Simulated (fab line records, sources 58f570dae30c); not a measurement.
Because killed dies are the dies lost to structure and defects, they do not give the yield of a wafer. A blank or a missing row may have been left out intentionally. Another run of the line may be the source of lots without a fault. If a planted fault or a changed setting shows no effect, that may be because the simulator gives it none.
Split-lot experiment / flow berkeley_cmos170 / 5 lots, 23 wafers read, on a route of 331 steps

## SPLIT DETAILS
At UCB170_PSD_PEB_04, the setting peb_temp_c was moved away from the recipe's 130 C on 11 of the 23 wafers read, by -2.0% to +2.2%. All remaining wafers had this setting at the recipe value.

## FROM SPLIT TO READING: 1 step shown by the file between the two
- UCB170_PSD_DEVELOP_05: develop time 45 s

## THE READING
Shown in nm: cd_nm at UCB170_PSD_CD_MEAS_06, with target cd 1200 nm. A value of 1199.1 nm with a standard deviation of 1.1 nm is what fault-free wafers of this fab line usually give.

wafer=L077.1; tool, chamber at the split=litho_track-04, 0; peb_temp_c as run, C=132.8; against the recipe=+2.2%; cd_nm, nm=1215.6; against lot-mates on the recipe=+16.8
wafer=L077.2; tool, chamber at the split=litho_track-04, 0; peb_temp_c as run, C=130; against the recipe=recipe; cd_nm, nm=1198.8; against lot-mates on the recipe=-
wafer=L077.3; tool, chamber at the split=litho_track-04, 0; peb_temp_c as run, C=132.8; against the recipe=+2.2%; cd_nm, nm=1214.7; against lot-mates on the recipe=+15.9
wafer=L077.5; tool, chamber at the split=litho_track-04, 0; peb_temp_c as run, C=132.8; against the recipe=+2.2%; cd_nm, nm=1216.0; against lot-mates on the recipe=+17.2
wafer=L077.6; tool, chamber at the split=litho_track-04, 0; peb_temp_c as run, C=130; against the recipe=recipe; cd_nm, nm=1198.9; against lot-mates on the recipe=-
wafer=L074.1; tool, chamber at the split=litho_track-03, 0; peb_temp_c as run, C=130; against the recipe=recipe; cd_nm, nm=1198.3; against lot-mates on the recipe=-
wafer=L074.2; tool, chamber at the split=litho_track-03, 0; peb_temp_c as run, C=131.6; against the recipe=+1.2%; cd_nm, nm=1209.3; against lot-mates on the recipe=+10.7
wafer=L074.3; tool, chamber at the split=litho_track-03, 0; peb_temp_c as run, C=130; against the recipe=recipe; cd_nm, nm=1198.6; against lot-mates on the recipe=-
wafer=L074.5; tool, chamber at the split=litho_track-03, 0; peb_temp_c as run, C=130; against the recipe=recipe; cd_nm, nm=1198.8; against lot-mates on the recipe=-
wafer=L074.6; tool, chamber at the split=litho_track-03, 0; peb_temp_c as run, C=131.6; against the recipe=+1.2%; cd_nm, nm=1209.6; against lot-mates on the recipe=+11.0
wafer=L078.2; tool, chamber at the split=litho_track-03, 0; peb_temp_c as run, C=130; against the recipe=recipe; cd_nm, nm=1197.8; against lot-mates on the recipe=-
wafer=L078.3; tool, chamber at the split=litho_track-03, 0; peb_temp_c as run, C=127.4; against the recipe=-2.0%; cd_nm, nm=1176.8; against lot-mates on the recipe=-21.4
wafer=L078.4; tool, chamber at the split=litho_track-03, 0; peb_temp_c as run, C=130; against the recipe=recipe; cd_nm, nm=1198.6; against lot-mates on the recipe=-
wafer=L078.5; tool, chamber at the split=litho_track-03, 0; peb_temp_c as run, C=127.4; against the recipe=-2.0%; cd_nm, nm=1178.5; against lot-mates on the recipe=-19.7
wafer=L078.6; tool, chamber at the split=litho_track-03, 0; peb_temp_c as run, C=127.4; against the recipe=-2.0%; cd_nm, nm=1179.1; against lot-mates on the recipe=-19.1
wafer=L082.2; tool, chamber at the split=litho_track-02, 0; peb_temp_c as run, C=130; against the recipe=recipe; cd_nm, nm=1197.4; against lot-mates on the recipe=-
wafer=L082.4; tool, chamber at the split=litho_track-02, 0; peb_temp_c as run, C=130; against the recipe=recipe; cd_nm, nm=1197.1; against lot-mates on the recipe=-
wafer=L082.5; tool, chamber at the split=litho_track-02, 0; peb_temp_c as run, C=130; against the recipe=recipe; cd_nm, nm=1197.9; against lot-mates on the recipe=-
wafer=L085.1; tool, chamber at the split=litho_track-03, 0; peb_temp_c as run, C=130; against the recipe=recipe; cd_nm, nm=1201.6; against lot-mates on the recipe=-
wafer=L085.2; tool, chamber at the split=litho_track-03, 0; peb_temp_c as run, C=131.3; against the recipe=+1.0%; cd_nm, nm=1209.6; against lot-mates on the recipe=+8.9
wafer=L085.3; tool, chamber at the split=litho_track-03, 0; peb_temp_c as run, C=131.3; against the recipe=+1.0%; cd_nm, nm=1207.3; against lot-mates on the recipe=+6.6
wafer=L085.4; tool, chamber at the split=litho_track-03, 0; peb_temp_c as run, C=131.3; against the recipe=+1.0%; cd_nm, nm=1209.8; against lot-mates on the recipe=+9.1
wafer=L085.6; tool, chamber at the split=litho_track-03, 0; peb_temp_c as run, C=130; against the recipe=recipe; cd_nm, nm=1199.7; against lot-mates on the recipe=-

FIT RESULTS
A straight line over all 23 wafers: cd_nm changes by +9.15 nm for each +1% of peb_temp_c; r = +0.99; the points scatter about the line by 1.7 nm.
The same after taking each lot's own level away (the mean of its wafers on the recipe; 23 wafers): +8.87 nm for each +1%; r = +0.99; scatter 1.3 nm.
The reading moves by 19 nm for the largest change in peb_temp_c, on that fit.
The span of the lots' own levels, 1197.47 to 1200.65 nm, comes to 2.9 times the standard deviation stated above.
Consequently the slope shifts little with the lot-to-lot level, the two slopes agreeing.
Check: with one of the wafers moved furthest among these (+2.2%) left out of the fit, the line predicts +18.7 nm for it against its lot-mates. Against them it came out at +16.8 nm.

## ADDITIONAL SPLITS CARRIED BY THESE WAFERS
These wafers also went through other splits before the reading. Each is held against what the fit with the lots' levels taken away leaves over:
other split on the same wafers=UCB170_NLDD_COAT_01 resist_thk_nm; wafers away from the commonest value=10; r with cd_nm (lot level and that fit taken away)=+0.07

## FILE'S OWN FIT
cd_nm changes by +8.74 nm for each +1% of peb_temp_c, r = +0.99.
